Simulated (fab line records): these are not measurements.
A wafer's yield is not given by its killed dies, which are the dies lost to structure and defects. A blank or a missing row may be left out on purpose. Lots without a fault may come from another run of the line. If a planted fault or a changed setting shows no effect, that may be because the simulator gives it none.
fab line records	flow rit-cmos
record: lots: 6	wafers: 18	last-day: 7
route steps=202 shown REOX@99 NLDD@103 PLDD@114 SPACER@125 NSD@131 M1@202
lots that met no fault: taken from a fault-free run of the same line
start-h: hours from the record's first day to the start of the lot's first wafer shown	wait-h: how many hours have passed since the lot's step before this one	" same as the row above	L1.1+2: a row that stands for several wafers	- either no value or no given start	* or withheld: withheld	< > ~ a bound
route shown NAME@n: NAME is a module with steps in the file, n the number in the route of the first one	usual: the fault-free wafers' mean and standard deviation	same: alike in all rows	chamber/n: place in a boat	sites: the reading at each site	_std_site: the standard deviation of these	_edge_site: mean of outer sites minus mean of inner sites	radius-mm: for every site, how far away it sits from the centre of the wafer	mask NAME#n: copy n	behind: the most recent tool/chamber to have shaped the wafer	hold: the reason the lot was held/the length of the hold in hours/how it ended	device: the transistor (n, p or np) that didn't switch	end of line: tests run on the same wafers once the route is complete	for a step that has no rows: nothing shown but its recipe	killed: dies lost to structure and defects at the first sort, not the wafer's yield	map: per-die view of a wafer (x killed, . not killed, _ where there is no die)
set.NAME: the setting the step ran with; set.NAME@STEP: the setting that earlier step ran with	model.NAME: the simulator's own value behind a step, which no gauge read
certain route steps with their lots: each step a table, each wafer a row
services: a tool's chamber out of use, with start hour (start-h, from the record's first day; less than 0 if before it), hours out, and reason
== steps ==
step: RIT_REOX_CLEAN_01
recipe: chemistry: dHF	dilution: 50:1	time-s: 30
step: RIT_REOX_CLEAN_02
recipe: chemistry: SC2	mix: 3:3:50	time-s: 600	temp-c: 75	dry: n2-spin
step: RIT_REOX_OXIDATION_03
recipe: temp-c: 900	ambient: O2	target-thk-a: 252	ox-time-s: 5580
step: RIT_REOX_THK_MEAS_04
recipe: reads: SiO2_of_REOX_OXIDATION_03
usual: REOX_OXIDE_THK: 25.2/0.41
lot.wafer	tool	chamber	start-h	wait-h	REOX_OXIDE_THK[nm]
L268.2	film-metro-02	-	61.44	0.0	24.8
L268.5	"	-	"	"	24.9
L268.6	"	-	"	"	25.6
L271.1	film-metro-04	-	74.81	0.0	24.8
L271.2	"	-	"	"	25.1
L271.6	"	-	"	"	25.0
L277.1	film-metro-02	-	105.92	0.0	25.5
L277.5	"	-	"	"	25.7
L277.6	"	-	"	"	25.3
L278.2	film-metro-03	-	110.46	0.0	24.6
L278.3	"	-	"	"	24.7
L278.6	"	-	"	"	24.4
L284.1	film-metro-04	-	140.66	0.0	24.8
L284.4	"	-	"	"	25.0
L284.5	"	-	"	"	24.6
L287.1	film-metro-02	-	156.97	0.0	25.5
L287.3	"	-	"	"	25.6
L287.6	"	-	"	"	25.8
step: RIT_NLDD_HMDS_00
recipe: prime-time-s: 60	prime-temp-c: 140
step: RIT_NLDD_COAT_01
recipe: resist: NOVOLAK	spin-rpm: 3250	resist-thk-nm: 1000
step: RIT_NLDD_SOFTBAKE_02
recipe: resist: NOVOLAK	temp-c: 90	time-s: 60
step: RIT_NLDD_EXPOSE_03
recipe: mask-id: M7	na: 0.57	target-cd-nm: 40700	dose-mj: 250
step: RIT_NLDD_PEB_04
recipe: resist: NOVOLAK	temp-c: withheld	time-s: withheld
step: RIT_NLDD_DEVELOP_05
recipe: resist: NOVOLAK	develop-time-s: 50	dev-temp-c: 23
step: RIT_NLDD_OVL_MEAS_06
usual: NLDD_OVL: -0.2/1.4
lot.wafer	tool	chamber	start-h	wait-h	NLDD_OVL[nm]
L268.2	overlay-01	-	62.52	-	0.6
L268.5	"	-	"	"	-0.5
L268.6	"	-	"	"	-0.7
L271.1	overlay-01	-	75.84	-	-2.0
L271.2	"	-	"	"	-1.7
L271.6	"	-	"	"	-0.9
L277.1	overlay-02	-	107.27	-	-1.2
L277.5	"	-	"	"	0.0
L277.6	"	-	"	"	1.0
L278.2	overlay-01	-	111.52	-	0.4
L278.3	"	-	"	"	0.5
L278.6	"	-	"	"	0.1
L284.1	overlay-01	-	141.57	-	1.3
L284.4	"	-	"	"	0.6
L284.5	"	-	"	"	0.8
L287.1	overlay-02	-	158.05	-	-1.1
L287.3	"	-	"	"	-1.1
L287.6	"	-	"	"	-0.8
step: RIT_NLDD_HARDBAKE_07
recipe: resist: NOVOLAK	temp-c: 140	time-s: 60
step: RIT_NLDD_IMPLANT_08
recipe: species: P	energy-kev: 20	dose-cm2: 5e+14	tilt-deg: 7
usual: dose-ions-cm2: 4.999e+14/4.8e+11	end-station-pressure-torr: 6.3e-06/3.3e-07	faraday-current-uA: 1571/30
lot.wafer	tool	chamber	start-h	wait-h	dose-ions-cm2	end-station-pressure-torr	faraday-current-uA
L268.2	implanter-02	0	62.73	0.1	4.998e+14	6.1e-06	1600
L268.5	"	0	"	"	4.996e+14	6.2e-06	1556
L268.6	"	0	"	"	5e+14	6.1e-06	1596
L271.1	implanter-01	0	76.03	0.1	4.995e+14	6.4e-06	1615
L271.2	"	0	"	"	4.999e+14	6.1e-06	1541
L271.6	"	0	"	"	5.004e+14	6.8e-06	1549
L277.1	implanter-02	0	107.46	0.1	1.002e+14	4.9e-06	320
L277.5	"	0	"	"	9.97e+13	5.1e-06	310
L277.6	"	0	"	"	1.001e+14	5e-06	328
L278.2	implanter-02	0	111.73	0.1	1.002e+14	5.8e-06	316
L278.3	"	0	"	"	9.91e+13	5.4e-06	329
L278.6	"	0	"	"	9.96e+13	5.2e-06	316
L284.1	implanter-01	0	141.76	0.1	4.994e+14	6.3e-06	1606
L284.4	"	0	"	"	4.995e+14	6.7e-06	1542
L284.5	"	0	"	"	4.998e+14	6.3e-06	1565
L287.1	implanter-01	0	158.24	0.1	5e+14	6.3e-06	1567
L287.3	"	0	"	"	5.005e+14	6.4e-06	1557
L287.6	"	0	"	"	5e+14	6.2e-06	1562
step: RIT_NLDD_STRIP_09
recipe: chemistry: O2	time-s: 180	resist: NOVOLAK	platen-temp-c: withheld	power-w: 500	pressure-mtorr: 4000	o2-flow-sccm: 4000
usual: drypump-motor-current-A: 5.6/0.5
lot.wafer	tool	chamber	start-h	wait-h	drypump-motor-current-A	rf-hours-counter-h
L268.2	plasma-asher-01	0	62.85	0.1	5.4	43
L268.5	"	0	"	"	5.4	-
L268.6	"	1	"	"	6.1	-
L271.1	plasma-asher-01	1	76.18	0.1	6.1	44
L271.2	"	0	"	"	5.4	44
L271.6	"	1	"	"	6.1	-
L277.1	plasma-asher-01	1	107.61	0.1	6.1	48
L277.5	"	0	"	"	5.4	-
L277.6	"	1	"	"	6.1	-
L278.2	plasma-asher-01	1	111.85	0.1	6.1	48
L278.3	"	0	"	"	5.4	-
L278.6	"	0	"	"	5.4	-
L284.1	plasma-asher-02	0	141.91	0.1	6.1	34
L284.4	"	1	"	"	4.9	-
L284.5	"	0	"	"	6.1	-
L287.1	plasma-asher-01	0	158.39	0.1	5.4	53
L287.3	"	0	"	"	5.4	-
L287.6	"	0	"	"	5.4	-
step: RIT_NLDD_TW_MEAS_10
usual: NLDD_TW: 2463/41
lot.wafer	tool	chamber	start-h	wait-h	NLDD_TW
L268.2	film-metro-02	-	63.04	0.1	2518
L268.5	"	-	"	"	2493
L268.6	"	-	"	"	2494
L271.1	film-metro-02	-	76.36	0.1	2484
L271.2	"	-	"	"	2496
L271.6	"	-	"	"	2499
L277.1	film-metro-04	-	107.78	0.1	1560
L277.5	"	-	"	"	1561
L277.6	"	-	"	"	1567
L278.2	film-metro-02	-	112.04	0.1	1560
L278.3	"	-	"	"	1551
L278.6	"	-	"	"	1555
L284.1	film-metro-01	-	142.08	0.1	2427
L284.4	"	-	"	"	2420
L284.5	"	-	"	"	2431
L287.1	film-metro-01	-	158.61	0.2	2430
L287.3	"	-	"	"	2436
L287.6	"	-	"	"	2430
step: RIT_PLDD_HMDS_00
recipe: prime-time-s: 60	prime-temp-c: 140
step: RIT_PLDD_COAT_01
recipe: resist: NOVOLAK	spin-rpm: 3250	resist-thk-nm: 1000
step: RIT_PLDD_SOFTBAKE_02
recipe: resist: NOVOLAK	temp-c: 90	time-s: 60
step: RIT_PLDD_EXPOSE_03
recipe: mask-id: M8	na: 0.57	target-cd-nm: 40900	dose-mj: 250
step: RIT_PLDD_PEB_04
recipe: resist: NOVOLAK	temp-c: withheld	time-s: withheld
step: RIT_PLDD_DEVELOP_05
recipe: resist: NOVOLAK	develop-time-s: 50	dev-temp-c: 23
step: RIT_PLDD_OVL_MEAS_06
usual: PLDD_OVL: 0.4/1.2
lot.wafer	tool	chamber	start-h	wait-h	PLDD_OVL[nm]
L268.2	overlay-02	-	63.94	-	-0.4
L268.5	"	-	"	"	0.3
L268.6	"	-	"	"	1.0
L271.1	overlay-01	-	77.39	-	0.6
L271.2	"	-	"	"	0.8
L271.6	"	-	"	"	0.5
L277.1	overlay-02	-	108.82	-	-0.5
L277.5	"	-	"	"	0.2
L277.6	"	-	"	"	-0.4
L278.2	overlay-01	-	113.07	-	0.7
L278.3	"	-	"	"	-1.5
L278.6	"	-	"	"	-1.7
L284.1	overlay-01	-	142.99	-	1.2
L284.4	"	-	"	"	2.9
L284.5	"	-	"	"	1.3
L287.1	overlay-02	-	159.70	-	-0.6
L287.3	"	-	"	"	0.6
L287.6	"	-	"	"	-0.6
step: RIT_PLDD_HARDBAKE_07
recipe: resist: NOVOLAK	temp-c: 140	time-s: 60
step: RIT_PLDD_IMPLANT_08
recipe: species: BF2	energy-kev: 20	dose-cm2: 9e+14	tilt-deg: 7
step: RIT_PLDD_STRIP_09
recipe: chemistry: O2	time-s: 180	resist: NOVOLAK	platen-temp-c: withheld	power-w: 500	pressure-mtorr: 4000	o2-flow-sccm: 4000
usual: drypump-motor-current-A: 5.7/0.48
lot.wafer	tool	chamber	start-h	wait-h	drypump-motor-current-A	rf-hours-counter-h
L268.2	plasma-asher-04	0	64.27	0.1	5.9	40
L268.5	"	1	"	"	5.7	-
L268.6	"	0	"	"	5.9	-
L271.1	plasma-asher-04	1	77.73	0.1	5.7	42
L271.2	"	0	"	"	6.0	42
L271.6	"	1	"	"	5.7	-
L277.1	plasma-asher-02	0	109.21	0.1	6.1	30
L277.5	"	0	"	"	6.1	-
L277.6	"	1	"	"	4.9	-
L278.2	plasma-asher-02	1	113.40	0.1	4.9	31
L278.3	"	1	"	"	4.9	-
L278.6	"	0	"	"	6.1	-
L284.1	plasma-asher-02	0	143.33	0.1	6.1	34
L284.4	"	1	"	"	4.9	-
L284.5	"	0	"	"	6.1	-
L287.1	plasma-asher-02	0	160.14	0.1	6.1	36
L287.3	"	0	"	"	6.1	-
L287.6	"	1	"	"	4.9	-
step: RIT_PLDD_TW_MEAS_10
usual: PLDD_TW: 2334/37
lot.wafer	tool	chamber	start-h	wait-h	PLDD_TW
L268.2	film-metro-01	-	64.46	0.1	2263
L268.5	"	-	"	"	2282
L268.6	"	-	"	"	2271
L271.1	film-metro-01	-	77.90	0.1	2292
L271.2	"	-	"	"	2278
L271.6	"	-	"	"	2281
L277.1	film-metro-04	-	109.38	0.1	2362
L277.5	"	-	"	"	2359
L277.6	"	-	"	"	2365
L278.2	film-metro-04	-	113.59	0.1	2354
L278.3	"	-	"	"	2357
L278.6	"	-	"	"	2366
L284.1	film-metro-01	-	143.50	0.1	2293
L284.4	"	-	"	"	2295
L284.5	"	-	"	"	2304
L287.1	film-metro-04	-	160.32	0.1	2366
L287.3	"	-	"	"	2352
L287.6	"	-	"	"	2344
step: RIT_SPACER_CLEAN_00
recipe: chemistry: SC1	mix: 3:3:50	time-s: 600	temp-c: 75
step: RIT_SPACER_CLEAN_01
recipe: chemistry: dHF	dilution: 50:1	time-s: 30
step: RIT_SPACER_CLEAN_02
recipe: chemistry: SC2	mix: 3:3:50	time-s: 600	temp-c: 75	dry: n2-spin
step: RIT_SPACER_CVD_03
recipe: material: Si3N4	target-thk-nm: 250	temp-c: 810	precursor: SiH2Cl2/NH3	time-s: 3300	pressure-mtorr: 300	sih2cl2-flow-sccm: 60	nh3-flow-sccm: 150
step: RIT_SPACER_THK_MEAS_04
recipe: reads: Si3N4_of_SPACER_CVD_03
usual: SPACER_NITRIDE_THK: 248.5/2.3
lot.wafer	tool	chamber	start-h	wait-h	SPACER_NITRIDE_THK[nm]
L268.2	film-metro-01	-	67.06	0.0	250.2
L268.5	"	-	"	"	248.9
L268.6	"	-	"	"	248.5
L271.1	film-metro-03	-	80.28	0.0	245.2
L271.2	"	-	"	"	247.9
L271.6	"	-	"	"	248.3
L277.1	film-metro-03	-	112.69	0.0	251.3
L277.5	"	-	"	"	250.5
L277.6	"	-	"	"	250.4
L278.2	film-metro-01	-	115.93	0.0	247.5
L278.3	"	-	"	"	246.3
L278.6	"	-	"	"	247.6
L284.1	film-metro-03	-	146.16	0.0	253.7
L284.4	"	-	"	"	254.5
L284.5	"	-	"	"	251.9
L287.1	film-metro-02	-	162.66	0.0	248.9
L287.3	"	-	"	"	246.7
L287.6	"	-	"	"	249.2
step: RIT_SPACER_ETCHBACK_05
recipe: target-depth-a: 2500	SF6_flow_sccm: 30	CHF3_flow_sccm: 30	target: Si3N4	chemistry: SF6/CHF3	pressure-mtorr: 40	rf-w: 250	time-s: 240	stop-on: SiO2
usual: drypump-motor-current-A: 5.8/0.35	oes-product-au: 0.839/0.013	throttle-valve-pct: 10.28/0.11
lot.wafer	tool	chamber	start-h	wait-h	drypump-motor-current-A	oes-product-au	rf-hours-counter-h	throttle-valve-pct
L268.2	rie-diel-03	2	67.11	0.0	5.6	0.853	74	10.44
L268.5	"	2	"	"	5.6	0.860	-	10.44
L268.6	"	1	"	"	6.7	0.825	-	10.23
L271.1	rie-diel-04	1	80.34	0.1	5.9	0.845	5	10.34
L271.2	"	3	"	"	5.5	0.837	15	10.38
L271.6	"	0	"	"	6.0	0.823	-	10.44
L277.1	rie-diel-03	0	112.75	0.1	6.4	0.843	86	10.34
L277.5	"	0	"	"	6.3	0.841	-	10.32
L277.6	"	1	"	"	6.7	0.836	-	10.24
L278.2	rie-diel-03	3	115.98	0.0	5.8	0.810	97	10.18
L278.3	"	1	"	"	6.7	0.833	7	10.25
L278.6	"	3	"	"	5.8	0.808	-	10.18
L284.1	rie-diel-03	0	146.22	0.1	6.4	0.851	87	10.33
L284.4	"	1	"	"	6.7	0.849	7	10.25
L284.5	"	2	"	"	5.6	0.866	-	10.45
L287.1	rie-diel-02	2	162.72	0.1	5.8	0.838	60	10.17
L287.3	"	3	"	"	5.9	0.836	51	10.20
L287.6	"	0	"	"	5.5	0.817	-	10.29
step: RIT_NSD_HMDS_00
recipe: prime-time-s: 60	prime-temp-c: 140
step: RIT_NSD_COAT_01
recipe: resist: NOVOLAK	spin-rpm: 3250	resist-thk-nm: 1000
step: RIT_NSD_SOFTBAKE_02
recipe: resist: NOVOLAK	temp-c: 90	time-s: 60
step: RIT_NSD_EXPOSE_03
recipe: mask-id: M9	na: 0.57	target-cd-nm: 40700	dose-mj: 250
step: RIT_NSD_PEB_04
recipe: resist: NOVOLAK	temp-c: withheld	time-s: withheld
step: RIT_NSD_DEVELOP_05
recipe: resist: NOVOLAK	develop-time-s: 50	dev-temp-c: 23
step: RIT_NSD_OVL_MEAS_06
usual: NSD_OVL: -0.1/1.4
lot.wafer	tool	chamber	start-h	wait-h	NSD_OVL[nm]
L268.2	overlay-02	-	68.24	-	-1.3
L268.5	"	-	"	"	-0.4
L268.6	"	-	"	"	-1.4
L271.1	overlay-02	-	81.46	-	0.3
L271.2	"	-	"	"	-0.2
L271.6	"	-	"	"	-0.4
L277.1	overlay-02	-	113.87	-	-2.6
L277.5	"	-	"	"	-2.5
L277.6	"	-	"	"	-1.5
L278.2	overlay-01	-	116.98	-	-0.5
L278.3	"	-	"	"	0.4
L278.6	"	-	"	"	0.7
L284.1	overlay-02	-	147.46	-	-1.8
L284.4	"	-	"	"	-1.4
L284.5	"	-	"	"	-0.3
L287.1	overlay-02	-	163.72	-	-1.1
L287.3	"	-	"	"	-0.4
L287.6	"	-	"	"	1.1
step: RIT_NSD_HARDBAKE_07
recipe: resist: NOVOLAK	temp-c: 140	time-s: 60
step: RIT_NSD_IMPLANT_08
recipe: species: P	energy-kev: 25	dose-cm2: 1e+15	tilt-deg: 7
step: RIT_NSD_STRIP_09
recipe: chemistry: O2	time-s: 180	resist: NOVOLAK	platen-temp-c: withheld	power-w: 500	pressure-mtorr: 4000	o2-flow-sccm: 4000
usual: drypump-motor-current-A: 5.5/0.45
lot.wafer	tool	chamber	start-h	wait-h	drypump-motor-current-A	rf-hours-counter-h
L268.2	plasma-asher-03	0	68.57	0.1	5.7	44
L268.5	"	1	"	"	4.8	-
L268.6	"	0	"	"	5.7	-
L271.1	plasma-asher-03	1	81.80	0.1	4.8	46
L271.2	"	0	"	"	5.8	46
L271.6	"	0	"	"	5.8	-
L277.1	plasma-asher-03	1	114.21	0.1	4.8	49
L277.5	"	0	"	"	5.8	-
L277.6	"	1	"	"	4.8	-
L278.2	plasma-asher-03	0	117.31	0.1	5.7	50
L278.3	"	0	"	"	5.8	-
L278.6	"	0	"	"	5.8	-
L284.1	plasma-asher-04	1	147.92	0.2	5.7	4
L284.4	"	0	"	"	5.9	-
L284.5	"	1	"	"	5.6	-
L287.1	plasma-asher-04	0	164.06	0.1	5.9	5
L287.3	"	1	"	"	5.7	-
L287.6	"	0	"	"	5.9	-
step: RIT_SDANNEAL_RS_MEAS_07
recipe: thk-meas-gauge: four-point-probe
usual: NLDD_RS: 151.8/0.59
lot.wafer	tool	chamber	start-h	wait-h	NLDD_RS[ohm/sq]
L268.2	film-metro-04	-	71.18	0.1	151.7
L268.5	"	-	"	"	152.4
L268.6	"	-	"	"	152.4
L271.1	film-metro-04	-	84.28	0.1	152.5
L271.2	"	-	"	"	153.0
L271.6	"	-	"	"	152.4
L277.1	film-metro-04	-	116.77	0.1	517.1
L277.5	"	-	"	"	519.7
L277.6	"	-	"	"	517.4
L278.2	film-metro-01	-	120.07	0.1	514.8
L278.3	"	-	"	"	517.7
L278.6	"	-	"	"	518.7
L284.1	film-metro-02	-	150.36	0.1	151.5
L284.4	"	-	"	"	151.4
L284.5	"	-	"	"	151.5
L287.1	film-metro-02	-	166.62	0.1	151.3
L287.3	"	-	"	"	151.4
L287.6	"	-	"	"	151.4
step: RIT_M1_PROBE_99
usual: killed-at-contacts: 0.1/0.32	killed-at-front-end: 7/3	killed-dies: 7/3	killed-open: 3.4/2.2	killed-short: 3.3/1.8
same: gross-dies: 264	killed_at_M0_to_M3: 0	killed_at_M4_up: 0	killed-at-back-side: 0	killed-at-other: 0
lot.wafer	tool	chamber	start-h	wait-h	killed-at-contacts	killed-at-front-end	killed-dies	killed-open	killed-short
L277.1	prober-02	-	123.82	0.1	0	7	7	4	3
L277.5	prober-02	-	124.02	0.2	0	4	4	2	2
L277.6	prober-02	-	124.07	0.2	0	5	5	2	3
L278.2	prober-01	-	127.37	0.1	0	6	6	6	0
L278.3	prober-01	-	127.42	0.2	1	6	7	3	4
L278.6	prober-01	-	127.57	0.2	0	2	2	1	1
L284.1	prober-01	-	158.59	0.1	0	5	5	1	4
L284.4	prober-01	-	158.74	0.2	0	15	15	7	8
L284.5	prober-01	-	158.79	0.2	1	11	12	5	7
killed by level:class
L277.1 GATE:geometric-particle:open=4 GATE:geometric-particle:short=2 REOX:geometric-particle:short=1
L277.5 GATE:geometric-particle:short=2 GATE:geometric-particle:open=1 SILICIDE:geometric-particle:open=1
L277.6 FOX1:geometric-particle:open=1 FOX1:geometric-particle:short=1 GATE:geometric-particle:short=1 REOX:geometric-particle:short=1 SILICIDE:geometric-particle:open=1
L278.2 GATE:geometric-particle:open=2 FOX1:geometric-particle:open=1 REOX:geometric-particle:open=1 SPACER:geometric-particle:open=1 SILICIDE:geometric-particle:open=1
L278.3 GATE:geometric-particle:open=2 REOX:geometric-particle:short=2 GATE:geometric-particle:short=1 SPACER:geometric-particle:short=1 CONTACT:geometric-particle:open=1
L278.6 FOX2:geometric-particle:open=1 SPACER:geometric-particle:short=1
L284.1 FOX1:geometric-particle:short=2 GATE:geometric-particle:short=2 REOX:geometric-particle:open=1
L284.4 FOX1:geometric-particle:short=4 FOX1:geometric-particle:open=3 SILICIDE:geometric-particle:short=2 SILICIDE:geometric-particle:open=2 FOX2:geometric-particle:open=1 GATE:geometric-particle:open=1 GATE:geometric-particle:short=1 REOX:geometric-particle:short=1
L284.5 SILICIDE:geometric-particle:short=3 FOX2:geometric-particle:open=2 FOX1:geometric-particle:open=1 FOX2:geometric-particle:short=1 GATE:geometric-particle:open=1 GATE:geometric-particle:short=1 SPACER:geometric-particle:open=1 SPACER:geometric-particle:short=1
== services ==
tool	chamber	start-h	hours	kind
implanter-02	-	49.23	3.8	pm
rie-diel-04	-	91.05	0.8	repair
plasma-asher-04	-	108.75	9.0	pm
plasma-asher-04	0	108.75	9.0	vent-cycle
plasma-asher-04	1	108.75	9.0	vent-cycle
plasma-asher-04	0	117.75	-	clean
plasma-asher-04	1	117.75	-	clean
rie-diel-04	1	138.73	7.1	repair
implanter-02	-	139.93	3.6	repair
plasma-asher-01	-	141.83	6.1	repair
plasma-asher-01	-	142.26	2.1	repair
plasma-asher-03	-	145.22	4.3	pm
rie-diel-03	-	163.38	0.5	repair
== key ==
first-sign: step: RIT_NLDD_IMPLANT_08	reading: dose-ions-cm2	direction: down	sigmas: 99+	usual: 4.999e+14	struck: 9.98e+13
effect: step: RIT_NLDD_IMPLANT_08	reading: faraday-current-uA	direction: down	sigmas: 42	usual: 1571	struck: 320
effect: step: RIT_NLDD_TW_MEAS_10	reading: NLDD_TW	direction: down	sigmas: 22	usual: 2463	struck: 1559
effect: step: RIT_SDANNEAL_RS_MEAS_07	reading: NLDD_RS	direction: up	sigmas: 99+	usual: 151.8	struck: 517.6
met-at RIT_NLDD_IMPLANT_08
struck-wafers L277.1,L277.5,L277.6,L278.2,L278.3,L278.6
tester-left-out L277,L278
onset-between 62.73 107.46
fault: kind: process-parameter-drift	tool: implanter-02	chamber: -	onset-h: 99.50	steps: RIT_NLDD_IMPLANT_08	channel: dose-cm2	offset: -4e+14	shape: step	end-h: 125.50	acts-in: these-recipes-only	stated: 5e+14
tester-left-out: of these lots the tester's yield and bins aren't shown, on N5 and GAA mostly nor the transistor test; their killed dies are dies lost to structure and defects alone, not to doping, threshold or leakage, so they don't give the yield
